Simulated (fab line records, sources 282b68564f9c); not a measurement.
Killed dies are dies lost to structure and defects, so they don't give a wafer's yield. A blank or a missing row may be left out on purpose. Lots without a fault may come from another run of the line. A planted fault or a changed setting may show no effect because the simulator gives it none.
Split-lot experiment | flow rit_cmos | 5 lots, 23 wafers read, on a route of 202 steps

THE SPLIT
At RIT_PWELL_IMPLANT_08, the setting energy_kev was moved away from the recipe's 170 on 12 of the 23 wafers read, by -3.2% to +2.5%. The other wafers ran this setting at the recipe's value.

The reading is taken at the split's own step.

THE READING
implant.drp_nm (the simulator's own value, which no gauge read), in nm, at RIT_PWELL_IMPLANT_08. The file gives no usual value for it.

wafer  | tool, chamber at the split | energy_kev as run | against the recipe | implant.drp_nm, nm | against lot-mates on the recipe
L074.1 | implanter-03, 0            | 170               | recipe             | 102.9              | -
L074.2 | implanter-03, 0            | 170               | recipe             | 102.9              | -
L074.4 | implanter-03, 0            | 170               | recipe             | 102.9              | -
L076.1 | implanter-01, 0            | 166.8             | -1.9%              | 102.2              | -0.7
L076.3 | implanter-01, 0            | 166.8             | -1.9%              | 102.2              | -0.7
L076.6 | implanter-01, 0            | 166.8             | -1.9%              | 102.2              | -0.7
L076.2 | implanter-01, 0            | 170               | recipe             | 102.9              | -
L076.5 | implanter-01, 0            | 170               | recipe             | 102.9              | -
L080.1 | implanter-02, 0            | 166.5             | -2.1%              | 102.2              | -0.7
L080.2 | implanter-02, 0            | 166.5             | -2.1%              | 102.2              | -0.7
L080.4 | implanter-02, 0            | 166.5             | -2.1%              | 102.2              | -0.7
L080.3 | implanter-02, 0            | 170               | recipe             | 102.9              | -
L080.6 | implanter-02, 0            | 170               | recipe             | 102.9              | -
L082.1 | implanter-02, 0            | 164.5             | -3.2%              | 101.7              | -1.2
L082.3 | implanter-02, 0            | 164.5             | -3.2%              | 101.7              | -1.2
L082.6 | implanter-02, 0            | 164.5             | -3.2%              | 101.7              | -1.2
L082.4 | implanter-02, 0            | 170               | recipe             | 102.9              | -
L082.5 | implanter-02, 0            | 170               | recipe             | 102.9              | -
L084.1 | implanter-03, 0            | 174.2             | +2.5%              | 103.6              | +0.7
L084.5 | implanter-03, 0            | 174.2             | +2.5%              | 103.6              | +0.7
L084.6 | implanter-03, 0            | 174.2             | +2.5%              | 103.6              | +0.7
L084.3 | implanter-03, 0            | 170               | recipe             | 102.9              | -
L084.4 | implanter-03, 0            | 170               | recipe             | 102.9              | -

THE FIT
A straight line over all 23 wafers: implant.drp_nm changes by +0.336 nm for each +1% of energy_kev; r = +1.00; the points scatter about the line by 0.055 nm.
The same after taking each lot's own level away (the mean of its wafers on the recipe; 23 wafers): +0.336 nm for each +1%; r = +1.00; scatter 0.055 nm.
On that fit, the largest move of energy_kev shifts the reading by 1.1 nm.
The lots' own levels span 102.90 to 102.90 nm.
So the lot-to-lot level changes the slope little: the two slopes agree.
Check: with one of the wafers moved furthest among these (-3.2%) left out of the fit, the line predicts -1.11 nm for it against its lot-mates. It came out at -1.2 nm against them.

OTHER SPLITS ON THESE WAFERS
These wafers also went through other splits before the reading. Each is held against what the fit with the lots' levels taken away leaves over:
other split on the same wafers       | wafers away from the commonest value | r with implant.drp_nm (lot level and that fit taken away)
RIT_ACTIVE_OXIDATION_01 temp_c       | 15                                   | +0.14
RIT_ACTIVE_CVD_03 temp_c             | 18                                   | -0.48
RIT_ACTIVE_DEVELOP_10 develop_time_s | 10                                   | +0.42

THE FILE'S OWN FIT
implant.drp_nm changes by +0.337 nm for each +1% of energy_kev, r = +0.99.
